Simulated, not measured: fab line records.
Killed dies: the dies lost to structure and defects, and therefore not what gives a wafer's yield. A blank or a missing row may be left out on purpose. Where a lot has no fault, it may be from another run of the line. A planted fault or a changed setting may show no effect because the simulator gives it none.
Which of the tools did it? -- flow rit cmos -- Sampling: 15 lots, 45 wafers, 2 of 202 route steps

WHAT THE GAUGES READ, wafer by wafer
RIT_GATE_THK_MEAS_07. Usual: for GATE_OXIDE_THK the level is 2.98 nm and the standard deviation is 0.054.
lot,measured,on,GATE_OXIDE_THK (nm),flag
L912,day 2 09:47,film metro-02,3.07 3.01 3.03,
L913,day 2 14:23,film metro-02,2.96 3.04 2.98,
L915,day 3 01:54,film metro-02,2.49 2.49 2.43,OFF
L916,day 3 07:04,film metro-01,2.92 2.95 2.94,
L918,day 3 16:37,film metro-01,2.52 2.51 2.50,OFF
L919,day 3 21:23,film metro-03,2.47 2.52 2.47,OFF
L921,day 4 14:34,film metro-01,2.96 3.01 3.04,
L924,day 5 06:07,film metro-03,2.95 2.96 2.89,
L925,day 5 09:19,film metro-03,3.02 3.01 3.05,
L930,day 6 05:22,film metro-01,3.08 3.02 2.95,
L931,day 6 08:11,film metro-01,3.02 2.94 2.91,
L932,day 6 13:56,film metro-02,3.05 3.00 3.03,
L933,day 6 18:19,film metro-01,2.96 2.97 3.00,
L934,day 7 01:58,film metro-01,3.00 2.99 2.91,
L935,day 7 08:34,film metro-02,2.98 2.97 2.98,

TOOL THAT RAN EACH LOT (tool first, then ch and the chambers of the sampled wafers, then the start)
lot,RIT_GATE_OXIDATION_05
L912,"furnace-04 ch 0, day 2 08:28"
L913,"furnace-02 ch 0, day 2 13:03"
L915,"furnace-02 ch 0, day 3 00:33"
L916,"furnace-01 ch 0, day 3 05:45"
L918,"furnace-02 ch 0, day 3 15:16"
L919,"furnace-02 ch 0, day 3 20:04"
L921,"furnace-01 ch 0, day 4 09:48"
L924,"furnace-01 ch 0, day 5 04:48"
L925,"furnace-04 ch 0, day 5 07:59"
L930,"furnace-02 ch 0, day 6 04:02"
L931,"furnace-01 ch 0, day 6 06:52"
L932,"furnace-02 ch 0, day 6 12:35"
L933,"furnace-02 ch 0, day 6 16:59"
L934,"furnace-01 ch 0, day 7 00:38"
L935,"furnace-02 ch 0, day 7 05:18"
- RIT_GATE_OXIDATION_05: target thk 3 nm, ox time 270 s.

WHAT THE TOOLS THEMSELVES READ (means of the sampled wafers that have a number; where no wafer has one, the mark that the record gives instead)
RIT_GATE_OXIDATION_05. Usual: spike tc centre C 902.6 C, standard deviation 1.1; spike tc load C 926.2 C, standard deviation 1.6; spike tc source C 928.7 C, standard deviation 1.9; tube center temp C 900.01 C, standard deviation 0.082; tube_center_temp_C_max 902.3, standard deviation 0.36.
lot,tool,spike tc centre C (C),spike tc load C (C),spike tc source C (C),tube center temp C (C),tube_center_temp_C_max,flag
L912,furnace-04,903.0,928.4,924.3,899.98,902.1,
L913,furnace-02,901.3,924.7,929.5,899.97,902.4,
L915,furnace-02,888.3,911.0,914.8,885.96,888.1,OFF
L916,furnace-01,903.0,927.1,929.2,900.05,902.3,
L918,furnace-02,889.0,911.1,915.4,886.03,888.4,OFF
L919,furnace-02,888.0,911.3,915.8,886.02,888.2,OFF
L921,furnace-01,902.7,926.6,930.1,900.01,902.2,
L924,furnace-01,902.9,926.8,929.7,900.09,902.8,
L925,furnace-04,902.0,927.1,925.8,900.04,902.7,
L930,furnace-02,903.2,925.2,928.4,900.01,902.4,
L931,furnace-01,904.0,929.1,928.6,900.06,902.4,
L932,furnace-02,902.4,925.1,928.9,900.02,902.3,
L933,furnace-02,903.2,924.9,930.9,899.97,902.2,
L934,furnace-01,903.3,928.1,929.7,899.99,902.4,
L935,furnace-02,903.1,925.2,929.3,899.95,902.2,

THE ANSWER, worked out from the rows above alone
Rule: a lot is off if the mean of its wafers that have a number lies more than 3 standard deviations from the usual mean. Also off: a lot with no number at a reading for which 4 or more lots have one. The other lots that the step has rows for count as sound. The gauges are gone through in route order, then the tools' own readings, and for those a lot's mean is taken as printed above. The first step at which some lot is off is used, and at that step the reading that is off furthest; a lot without a number counts as furthest.
Off: at RIT_GATE_THK_MEAS_07 (GATE_OXIDE_THK), L915, L918, L919.
A tool fits if, at a process step before that reading, it ran every lot that is off, and no sound lot after the first of them. Not tried: the gauges at RIT_GATE_THK_MEAS_07; whatever is off there is also off at RIT_GATE_OXIDATION_05, on other tools, and gauge error can't account for it. None of those tried fits.

WHAT HAD BEEN PUT IN BY THE SIMULATOR
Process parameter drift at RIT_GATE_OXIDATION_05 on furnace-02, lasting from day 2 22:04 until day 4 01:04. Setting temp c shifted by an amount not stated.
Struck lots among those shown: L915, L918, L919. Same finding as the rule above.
